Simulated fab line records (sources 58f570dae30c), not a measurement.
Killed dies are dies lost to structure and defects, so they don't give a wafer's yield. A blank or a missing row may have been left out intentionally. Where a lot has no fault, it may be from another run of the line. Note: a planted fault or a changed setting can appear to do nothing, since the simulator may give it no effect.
fab line records ; flow berkeley_cmos170
[record] lots = 14; wafers = 42; last_day = 11
route steps=331 shown SDANNEAL@205 CONTACT@235 M1@249 M2@274
lots untouched by any fault: they come from a run of this same line in which no faults occurred
start_h: the number of hours between the record's first day and the start of the first shown wafer of the lot ; wait_h: hours from the lot's prior step to this one ; " identical to the entry in the row above ; L1.1+2: a single row standing in for several wafers ; - no value, or no start given ; * or withheld: withheld ; < > ~ a bound
route shown NAME@n: a module of which the file shows steps, and the number in the route of the first ; usual: average and standard deviation across the fault-free wafers ; same: alike in all rows ; chamber/n: place in a boat ; sites: each site's reading ; _std_site: how widely they spread, as a standard deviation ; _edge_site: inner sites' mean taken away from outer sites' mean ; radius_mm: for every site, how far away it sits from the centre of the wafer ; mask NAME#n: copy n ; behind: tool/chamber where the wafer was last shaped ; hold: what put the lot on hold/how long, in hours/how the hold closed ; device: whichever transistor did not switch (one of n, p or np) ; end of line: at the end of the route, the tests of the same wafers ; step lacking rows: just its recipe ; killed: not the wafer's yield, but the dies lost to structure and defects at the first sort ; map: shows each die of a wafer: x if killed, . if not, _ if none is there
set.NAME: the setting that was run; set.NAME@STEP: the one run at that earlier step ; model.NAME: the simulator's own value behind a step, which no gauge read
one table for each step of the route and one row for each wafer, over a sample of lots
services: a tool's chamber out of use, with start hour (start_h, from the record's first day; less than 0 if before it), hours out, and reason
[[steps]]
[step UCB170_SDANNEAL_RTA_01]
[recipe] temp_c = 1050; time_s = 5; ambient = N2
[usual] lamp_power_pct = 36.7/1.8; wafer_temp_C_max = 1054.1/1.1
lot.wafer;tool;chamber;start_h;wait_h;lamp_power_pct;wafer_temp_C_max
L243.1;rtp_anneal-01;0;134.74;0.1;35.1;1052.7
L243.2;rtp_anneal-01;0;134.74;0.1;35.1;1054.3
L243.3;rtp_anneal-01;0;134.74;0.1;35.1;1052.9
L247.1;rtp_anneal-02;0;165.50;0.1;38.6;1055.4
L247.2;rtp_anneal-02;0;165.50;0.1;38.7;1056.3
L247.5;rtp_anneal-02;0;165.50;0.1;38.7;1057.6
L249.1;rtp_anneal-01;0;165.92;0.1;35.1;1053.5
L249.2;rtp_anneal-01;0;165.92;0.1;35.1;1053.3
L249.5;rtp_anneal-01;0;165.92;0.1;35.1;1053.0
L248.1;rtp_anneal-01;0;166.37;0.1;35.1;1054.5
L248.2;rtp_anneal-01;0;166.37;0.1;35.1;1053.4
L248.3;rtp_anneal-01;0;166.37;0.1;35.1;1052.5
L251.2;rtp_anneal-01;0;175.12;0.1;35.1;1053.3
L251.5;rtp_anneal-01;0;175.12;0.1;35.1;1053.5
L251.6;rtp_anneal-01;0;175.12;0.1;35.2;1052.7
L255.2;rtp_anneal-02;0;175.47;0.1;38.7;1054.3
L255.3;rtp_anneal-02;0;175.47;0.1;38.7;1055.4
L255.4;rtp_anneal-02;0;175.47;0.1;38.7;1054.8
L253.1;rtp_anneal-01;0;175.66;0.1;35.1;1054.7
L253.3;rtp_anneal-01;0;175.66;0.1;35.2;1053.2
L253.4;rtp_anneal-01;0;175.66;0.1;35.2;1053.1
L259.3;rtp_anneal-02;0;216.11;0.1;38.7;1055.9
L259.4;rtp_anneal-02;0;216.11;0.1;38.7;1055.9
L259.5;rtp_anneal-02;0;216.11;0.1;38.7;1054.6
L261.1;rtp_anneal-02;0;232.50;0.1;38.7;1055.2
L261.4;rtp_anneal-02;0;232.50;0.1;38.7;1054.9
L261.5;rtp_anneal-02;0;232.50;0.1;38.6;1054.1
L262.1;rtp_anneal-01;0;232.56;0.1;35.1;1052.9
L262.5;rtp_anneal-01;0;232.56;0.1;35.1;1053.6
L262.6;rtp_anneal-01;0;232.56;0.1;35.1;1053.1
L263.2;rtp_anneal-02;0;232.63;0.1;38.7;1054.4
L263.3;rtp_anneal-02;0;232.63;0.1;38.6;1053.3
L263.4;rtp_anneal-02;0;232.63;0.1;38.7;1053.5
L264.2;rtp_anneal-02;0;238.50;0.1;38.7;1055.8
L264.4;rtp_anneal-02;0;238.50;0.1;38.7;1054.5
L264.6;rtp_anneal-02;0;238.50;0.1;38.7;1055.4
L265.1;rtp_anneal-01;0;239.06;0.1;35.1;1054.1
L265.3;rtp_anneal-01;0;239.06;0.1;35.1;1054.5
L265.4;rtp_anneal-01;0;239.06;0.1;35.2;1053.2
L266.3;rtp_anneal-02;0;240.12;0.1;38.6;1054.9
L266.5;rtp_anneal-02;0;240.12;0.1;38.6;1054.4
L266.6;rtp_anneal-02;0;240.12;0.1;38.6;1054.3
[step UCB170_CONTACT_STRIP_19]
[recipe] chemistry = O2; power_w = 400; pressure_mtorr = 3500; platen_temp_c = withheld; o2_flow_sccm = 400; overash_fraction = 0.5
[usual] drypump_motor_current_A = 5.5/0.31; oes_product_au = 0.725/0.0043
lot.wafer;tool;chamber;start_h;wait_h;drypump_motor_current_A;oes_product_au;rf_hours_counter_h
L243.1;plasma_asher-02;0;139.87;-;5.3;0.731;43
L243.2;plasma_asher-02;1;139.87;-;5.2;0.728;43
L243.3;plasma_asher-02;0;139.87;-;5.3;0.723;-
L248.1;plasma_asher-01;1;172.62;-;5.6;0.724;6
L248.2;plasma_asher-01;0;172.62;-;5.9;0.724;6
L248.3;plasma_asher-01;0;172.62;-;5.9;0.724;-
L247.1;plasma_asher-02;1;172.89;-;5.3;0.729;47
L247.2;plasma_asher-02;0;172.89;-;5.3;0.728;47
L247.5;plasma_asher-02;1;172.89;-;5.3;0.727;-
L249.1;plasma_asher-03;1;172.96;-;5.7;0.723;40
L249.2;plasma_asher-03;0;172.96;-;6.1;0.726;40
L249.5;plasma_asher-03;1;172.96;-;5.7;0.726;-
L251.2;plasma_asher-01;1;180.00;-;5.6;0.739;6
L251.5;plasma_asher-01;1;180.00;-;5.6;0.724;-
L251.6;plasma_asher-01;0;180.00;-;5.9;0.727;-
L255.2;plasma_asher-02;0;182.11;-;5.3;0.719;47
L255.3;plasma_asher-02;1;182.11;-;5.2;0.729;-
L255.4;plasma_asher-02;0;182.11;-;5.3;0.722;-
L253.1;plasma_asher-01;0;182.55;-;5.9;0.727;7
L253.3;plasma_asher-01;0;182.55;-;5.9;0.727;-
L253.4;plasma_asher-01;1;182.55;-;5.6;0.725;-
L259.3;plasma_asher-02;1;221.19;-;5.3;0.719;-
L259.4;plasma_asher-02;0;221.19;-;5.3;0.719;-
L259.5;plasma_asher-02;1;221.19;-;5.3;0.728;-
L261.1;plasma_asher-01;0;238.90;-;5.9;0.725;14
L261.4;plasma_asher-01;0;238.90;-;5.9;0.725;-
L261.5;plasma_asher-01;1;238.90;-;5.6;0.726;-
L263.2;plasma_asher-03;1;238.93;-;5.6;0.727;46
L263.3;plasma_asher-03;0;238.93;-;6.1;0.722;-
L263.4;plasma_asher-03;1;238.93;-;5.7;0.722;-
L262.1;plasma_asher-02;0;239.20;-;5.3;0.722;54
L262.5;plasma_asher-02;1;239.20;-;5.3;0.716;-
L262.6;plasma_asher-02;0;239.20;-;5.3;0.730;-
L264.2;plasma_asher-03;1;245.11;-;5.6;0.713;47
L264.4;plasma_asher-03;0;245.11;-;6.2;0.725;-
L264.6;plasma_asher-03;0;245.11;-;6.1;0.727;-
L265.1;plasma_asher-02;0;245.39;-;5.3;0.720;55
L265.3;plasma_asher-02;1;245.39;-;5.3;0.719;-
L265.4;plasma_asher-02;0;245.39;-;5.3;0.725;-
L266.3;plasma_asher-03;0;250.35;-;6.1;0.727;-
L266.5;plasma_asher-03;1;250.35;-;5.7;0.729;-
L266.6;plasma_asher-03;0;250.35;-;6.1;0.718;-
[step UCB170_M1_ETCH_11]
[recipe] chemistry = N2/H2; target_depth_a = withheld; overetch_a = withheld; target = BARC; time_s = withheld; source_w = 500; bias_w = 100; pressure_mtorr = 30; n2_flow_sccm = 100; h2_flow_sccm = 200
[usual] bias_w = 99.95/0.3; chamber_pressure_mTorr = 29.998/0.025; drypump_motor_current_A = 5.8/0.52; oes_product_au = 0.997/0.016; throttle_valve_pct = 13.25/0.17
lot.wafer;tool;chamber;start_h;wait_h;bias_w;chamber_pressure_mTorr;drypump_motor_current_A;oes_product_au;throttle_valve_pct
L243.1;rie_diel-03;0;141.52;0.0;99.71;29.929;6.3;0.986;13.12
L243.2;rie_diel-03;3;141.52;0.0;100.23;29.965;6.1;1.003;13.32
L243.3;rie_diel-03;2;141.52;0.0;100.43;29.984;6.2;0.982;13.56
L248.1;rie_diel-04;1;174.64;0.0;99.63;30.046;5.5;1.018;13.12
L248.2;rie_diel-04;2;174.64;0.0;100.19;30.000;6.0;0.989;13.08
L248.3;rie_diel-04;0;174.64;0.0;100.02;30.025;5.4;1.030;13.49
L247.1;rie_diel-03;1;174.89;0.0;99.71;29.994;6.0;0.998;13.30
L247.2;rie_diel-03;3;174.89;0.0;99.66;29.995;6.1;1.008;13.32
L247.5;rie_diel-03;1;174.89;0.0;99.66;30.020;6.0;0.992;13.32
L249.1;rie_diel-02;2;175.16;0.0;-;-;-;-;-
L249.2;rie_diel-02;1;175.16;0.0;-;-;-;-;-
L249.5;rie_diel-02;1;175.16;0.0;-;-;-;-;-
L251.2;rie_diel-03;1;182.17;0.0;-;-;-;-;-
L251.5;rie_diel-03;1;182.17;0.0;-;-;-;-;-
L251.6;rie_diel-03;2;182.17;0.0;-;-;-;-;-
L255.2;rie_diel-02;3;183.90;0.0;100.48;30.021;4.9;0.991;13.23
L255.3;rie_diel-02;2;183.90;0.0;99.62;30.032;6.7;0.964;13.28
L255.4;rie_diel-02;0;183.90;0.0;100.23;30.003;5.9;1.014;13.50
L253.1;rie_diel-02;1;184.46;0.0;99.77;29.989;5.2;1.002;12.97
L253.3;rie_diel-02;3;184.46;0.0;99.77;30.007;4.9;1.007;13.24
L253.4;rie_diel-02;0;184.46;0.0;100.29;29.948;5.9;1.016;13.50
L259.3;rie_diel-02;1;224.34;0.0;99.94;29.999;5.3;1.004;12.97
L259.4;rie_diel-02;2;224.34;0.0;100.03;30.015;6.7;0.980;13.26
L259.5;rie_diel-02;1;224.34;0.0;100.09;30.012;5.3;1.008;12.99
L261.1;rie_diel-03;3;240.74;0.0;100.16;29.974;6.1;0.997;13.32
L261.4;rie_diel-03;0;240.74;0.0;100.63;29.993;6.3;0.973;13.10
L261.5;rie_diel-03;3;240.74;0.0;99.92;29.964;6.1;0.990;13.33
L263.2;rie_diel-04;1;240.98;0.0;99.45;30.051;5.5;1.024;13.13
L263.3;rie_diel-04;3;240.98;0.0;100.01;29.972;5.2;1.012;13.17
L263.4;rie_diel-04;2;240.98;0.0;99.77;30.018;6.0;0.988;13.10
L262.1;rie_diel-02;2;241.22;0.0;99.95;29.988;6.7;0.984;13.27
L262.5;rie_diel-02;0;241.22;0.0;99.82;30.002;5.9;1.015;13.49
L262.6;rie_diel-02;1;241.22;0.0;100.10;30.035;5.2;1.012;12.99
L264.2;rie_diel-02;3;250.51;0.0;99.92;30.002;4.9;0.998;13.25
L264.4;rie_diel-02;1;250.51;0.0;99.94;30.016;5.3;1.002;12.98
L264.6;rie_diel-02;3;250.51;0.0;99.53;30.001;4.9;0.998;13.25
L265.1;rie_diel-04;1;250.64;0.0;100.11;29.987;5.5;1.011;13.13
L265.3;rie_diel-04;0;250.64;0.0;99.94;30.043;5.5;1.037;13.49
L265.4;rie_diel-04;2;250.64;0.0;100.01;30.033;6.0;0.993;13.10
L266.3;rie_diel-02;0;252.81;0.0;100.21;29.995;5.9;1.007;13.47
L266.5;rie_diel-02;1;252.81;0.0;100.55;29.999;5.3;0.999;12.97
L266.6;rie_diel-02;0;252.81;0.0;100.43;29.981;5.9;1.014;13.50
[step UCB170_M1_METAL_ETCH_12]
[recipe] chemistry = Cl2/BCl3; target = Al; stop_on = PSG; pressure_mtorr = 12; target_depth_a = 7800; over_etch_frac = 0.3; time_s = 130; icp_w = 600; bias_w = 120; Cl2_flow_sccm = 90; bcl3_flow_sccm = 45
[usual] bcl3_flow_sccm = 45.03/0.15; bias_w = 120.0/0.33; drypump_motor_current_A = 5.8/0.53; oes_product_au = 0.850/0.012; throttle_valve_pct = 24.36/0.25
lot.wafer;tool;chamber;start_h;wait_h;bcl3_flow_sccm;bias_w;drypump_motor_current_A;oes_product_au;rf_hours_counter_h;throttle_valve_pct
L243.1;rie_metal-04;1;141.56;-;44.81;120.1;6.1;0.832;6.5;24.67
L243.2;rie_metal-04;0;141.56;-;45.26;120.4;6.3;0.844;9.7;24.20
L243.3;rie_metal-04;0;141.56;-;45.22;120.1;6.3;0.842;-;24.19
L248.1;rie_metal-01;0;174.69;-;44.94;119.9;5.1;0.855;2.4;24.41
L248.2;rie_metal-01;1;174.69;-;44.88;120.0;6.3;0.863;9.3;24.00
L248.3;rie_metal-01;1;174.69;-;44.95;119.9;6.3;0.861;-;24.00
L247.1;rie_metal-04;0;174.93;-;44.87;120.4;6.3;0.853;10.5;24.20
L247.2;rie_metal-04;1;174.93;-;44.99;120.1;6.0;0.837;7.3;24.66
L247.5;rie_metal-04;1;174.93;-;44.90;119.8;6.1;0.840;-;24.66
L249.1;rie_metal-02;1;175.20;-;45.49;120.7;6.1;0.363;2.9;24.78
L249.2;rie_metal-02;0;175.20;-;44.82;120.2;5.0;0.386;5.5;24.30
L249.5;rie_metal-02;1;175.20;-;45.22;120.3;6.1;0.356;-;24.75
L251.2;rie_metal-04;0;182.21;-;44.77;119.7;6.3;0.368;10.6;24.41
L251.5;rie_metal-04;0;182.21;-;45.01;120.0;6.3;0.373;-;24.42
L251.6;rie_metal-04;1;182.21;-;45.28;120.3;6.0;0.363;-;24.91
L255.2;rie_metal-02;0;183.95;-;44.90;119.4;5.0;0.863;5.7;24.04
L255.3;rie_metal-02;0;183.95;-;44.75;119.3;5.0;0.871;-;24.05
L255.4;rie_metal-02;1;183.95;-;44.97;120.0;6.1;0.844;-;24.53
L253.1;rie_metal-01;0;184.50;-;44.97;119.9;5.1;0.856;2.7;24.40
L253.3;rie_metal-01;1;184.50;-;44.87;120.1;6.3;0.859;-;24.01
L253.4;rie_metal-01;0;184.50;-;44.92;119.7;5.1;0.846;-;24.40
L259.3;rie_metal-04;0;224.43;-;44.93;119.6;6.3;0.844;-;24.18
L259.4;rie_metal-04;1;224.43;-;45.22;119.9;6.0;0.831;-;24.68
L259.5;rie_metal-04;1;224.43;-;45.03;120.1;6.0;0.846;-;24.67
L261.1;rie_metal-02;1;240.78;-;45.15;120.1;6.1;0.831;5.1;24.54
L261.4;rie_metal-02;1;240.78;-;45.11;120.1;6.1;0.836;-;24.54
L261.5;rie_metal-02;0;240.78;-;45.09;120.1;5.0;0.864;-;24.06
L263.2;rie_metal-01;0;241.07;-;45.13;120.0;5.2;0.853;-;24.39
L263.3;rie_metal-01;0;241.07;-;44.87;120.2;5.1;0.848;-;24.39
L263.4;rie_metal-01;0;241.07;-;44.83;120.5;5.1;0.844;-;24.42
L262.1;rie_metal-04;1;241.26;-;44.96;119.7;6.0;0.852;9.4;24.68
L262.5;rie_metal-04;1;241.26;-;44.87;120.1;6.0;0.837;-;24.65
L262.6;rie_metal-04;1;241.26;-;45.08;120.2;6.1;0.838;-;24.68
L264.2;rie_metal-04;1;250.60;-;45.06;120.5;6.1;0.845;-;24.66
L264.4;rie_metal-04;1;250.60;-;44.97;120.5;6.0;0.843;-;24.67
L264.6;rie_metal-04;1;250.60;-;45.02;119.8;6.1;0.836;-;24.65
L265.1;rie_metal-02;0;250.68;-;45.13;119.5;5.0;0.871;8.1;24.04
L265.3;rie_metal-02;1;250.68;-;44.68;119.9;6.1;0.847;-;24.53
L265.4;rie_metal-02;0;250.68;-;45.17;120.0;5.0;0.869;-;24.07
L266.3;rie_metal-01;0;252.94;-;45.16;120.0;5.2;0.849;-;24.40
L266.5;rie_metal-01;0;252.94;-;45.11;119.9;5.1;0.846;-;24.40
L266.6;rie_metal-01;0;252.94;-;45.04;120.0;5.2;0.856;-;24.40
[step UCB170_M1_CD_MEAS_90]
[recipe] target_cd_nm = 700
[usual] cd_nm = 700.2/2.4
lot.wafer;tool;chamber;start_h;wait_h;cd_nm
L243.1;cd_sem-01;-;141.80;0.1;697.7
L243.2;cd_sem-01;-;141.80;0.1;697.6
L243.3;cd_sem-01;-;141.80;0.1;699.4
L248.1;cd_sem-02;-;174.92;0.1;702.5
L248.2;cd_sem-02;-;174.92;0.1;701.2
L248.3;cd_sem-02;-;174.92;0.1;698.9
L247.1;cd_sem-02;-;175.16;0.1;701.5
L247.2;cd_sem-02;-;175.16;0.1;698.5
L247.5;cd_sem-02;-;175.16;0.1;699.7
L249.1;cd_sem-02;-;175.44;0.1;-
L249.2;cd_sem-02;-;175.44;0.1;-
L249.5;cd_sem-02;-;175.44;0.1;-
L251.2;cd_sem-02;-;182.46;0.1;-
L251.5;cd_sem-02;-;182.46;0.1;-
L251.6;cd_sem-02;-;182.46;0.1;-
L255.2;cd_sem-02;-;184.20;0.1;702.5
L255.3;cd_sem-02;-;184.20;0.1;701.7
L255.4;cd_sem-02;-;184.20;0.1;700.6
L253.1;cd_sem-01;-;184.73;0.1;702.1
L253.3;cd_sem-01;-;184.73;0.1;698.5
L253.4;cd_sem-01;-;184.73;0.1;700.1
L259.3;cd_sem-02;-;224.65;0.1;699.5
L259.4;cd_sem-02;-;224.65;0.1;701.7
L259.5;cd_sem-02;-;224.65;0.1;701.0
L261.1;cd_sem-01;-;241.01;0.1;696.8
L261.4;cd_sem-01;-;241.01;0.1;697.5
L261.5;cd_sem-01;-;241.01;0.1;701.6
L263.2;cd_sem-01;-;241.41;0.1;701.4
L263.3;cd_sem-01;-;241.41;0.1;703.2
L263.4;cd_sem-01;-;241.41;0.1;700.9
L262.1;cd_sem-02;-;241.63;0.1;702.2
L262.5;cd_sem-02;-;241.63;0.1;699.4
L262.6;cd_sem-02;-;241.63;0.1;699.2
L265.1;cd_sem-01;-;250.91;0.1;700.4
L265.3;cd_sem-01;-;250.91;0.1;699.4
L265.4;cd_sem-01;-;250.91;0.1;702.6
L264.2;cd_sem-02;-;251.02;0.2;700.1
L264.4;cd_sem-02;-;251.02;0.2;701.4
L264.6;cd_sem-02;-;251.02;0.2;699.9
L266.3;cd_sem-02;-;253.26;0.1;703.8
L266.5;cd_sem-02;-;253.26;0.1;704.4
L266.6;cd_sem-02;-;253.26;0.1;702.5
[step UCB170_M2_THK_MEAS_03]
[recipe] thk_meas_gauge = xrf; reads = Al_of_M2_SPUTTER_01
[usual] M2_AL_THK = 909/9.7
lot.wafer;tool;chamber;start_h;wait_h;M2_AL_THK[nm]
L243.1;film_metro-02;-;150.76;0.1;931
L243.2;film_metro-02;-;150.76;0.1;921
L243.3;film_metro-02;-;150.76;0.1;925
L247.1;film_metro-03;-;184.05;0.1;920
L247.2;film_metro-03;-;184.05;0.1;913
L247.5;film_metro-03;-;184.05;0.1;925
L248.1;film_metro-02;-;184.29;0.1;911
L248.2;film_metro-02;-;184.29;0.1;900
L248.3;film_metro-02;-;184.29;0.1;900
L255.2;film_metro-01;-;190.05;0.1;914
L255.3;film_metro-01;-;190.05;0.1;909
L255.4;film_metro-01;-;190.05;0.1;915
L253.1;film_metro-03;-;190.24;0.1;920
L253.3;film_metro-03;-;190.24;0.1;921
L253.4;film_metro-03;-;190.24;0.1;925
L259.3;film_metro-03;-;230.49;0.1;900
L259.4;film_metro-03;-;230.49;0.1;909
L259.5;film_metro-03;-;230.49;0.1;906
L261.1;film_metro-01;-;249.64;0.1;916
L261.4;film_metro-01;-;249.64;0.1;903
L261.5;film_metro-01;-;249.64;0.1;915
L262.1;film_metro-02;-;250.08;0.1;905
L262.5;film_metro-02;-;250.08;0.1;900
L262.6;film_metro-02;-;250.08;0.1;896
L263.2;film_metro-01;-;250.37;0.1;903
L263.3;film_metro-01;-;250.37;0.1;914
L263.4;film_metro-01;-;250.37;0.1;909
L265.1;film_metro-01;-;257.97;0.1;917
L265.3;film_metro-01;-;257.97;0.1;909
L265.4;film_metro-01;-;257.97;0.1;909
L264.2;film_metro-02;-;258.15;0.1;917
L264.4;film_metro-02;-;258.15;0.1;909
L264.6;film_metro-02;-;258.15;0.1;917
L266.3;film_metro-01;-;258.44;0.1;891
L266.5;film_metro-01;-;258.44;0.1;893
L266.6;film_metro-01;-;258.44;0.1;895
[[services]]
tool;chamber;start_h;hours;kind
plasma_asher-01;0;117.75;-;clean
plasma_asher-01;1;117.75;-;clean
rie_diel-04;0;127.66;2.3;repair
rie_metal-02;-;128.43;0.6;repair
rie_metal-02;-;147.13;1.4;pm
rie_diel-02;2;151.80;5.0;repair
plasma_asher-01;-;154.07;4.2;repair
rtp_anneal-02;-;155.86;5.2;pm
rie_metal-01;-;182.97;0.6;repair
plasma_asher-03;-;190.59;2.2;repair
rie_diel-02;1;200.14;-;clean
rie_diel-02;1;200.14;17.0;scheduled_down
rie_diel-02;1;200.14;17.0;vent_cycle
plasma_asher-01;-;201.72;0.8;repair
rie_diel-02;-;207.74;0.3;repair
rtp_anneal-02;-;208.41;3.5;pm
plasma_asher-03;-;216.96;1.2;repair
rie_metal-04;0;234.20;-;clean
rie_metal-04;0;234.20;24.7;scheduled_down
rie_metal-04;0;234.20;24.7;vent_cycle
rie_metal-01;1;235.50;18.8;repair
[[key]]
[first_sign] step = UCB170_M1_ETCH_11; reading = tool_record; direction = missing
[effect] step = UCB170_M1_METAL_ETCH_12; reading = oes_product_au; direction = down; sigmas = 39; usual = 0.850; struck = 0.368
[effect] step = UCB170_M1_CD_MEAS_90; reading = cd_nm; direction = missing
met_at UCB170_M1_ETCH_11
struck_lots L249,L251
later_rows_left_out L249.1,L249.2,L249.5,L251.2,L251.5,L251.6
sort_left_out L249.1,L249.2,L249.5,L251.2,L251.5,L251.6
not_acting_at UCB170_SDANNEAL_RTA_01,UCB170_CONTACT_STRIP_19,UCB170_M2_THK_MEAS_03
onset_between 174.89 175.16
[fault] kind = skipped_step_whole; tool = rie_diel-02,rie_diel-03; chamber = -; onset_h = 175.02; steps = UCB170_M1_ETCH_11; scope = struck_lots_only
// sort_left_out: the simulated sort isn't trusted on such a fault, so these wafers' sort isn't shown, and their yield isn't known
// later_rows_left_out: the simulator's readings of these wafers behind a module that went badly wrong aren't trusted and aren't shown, but for the sort
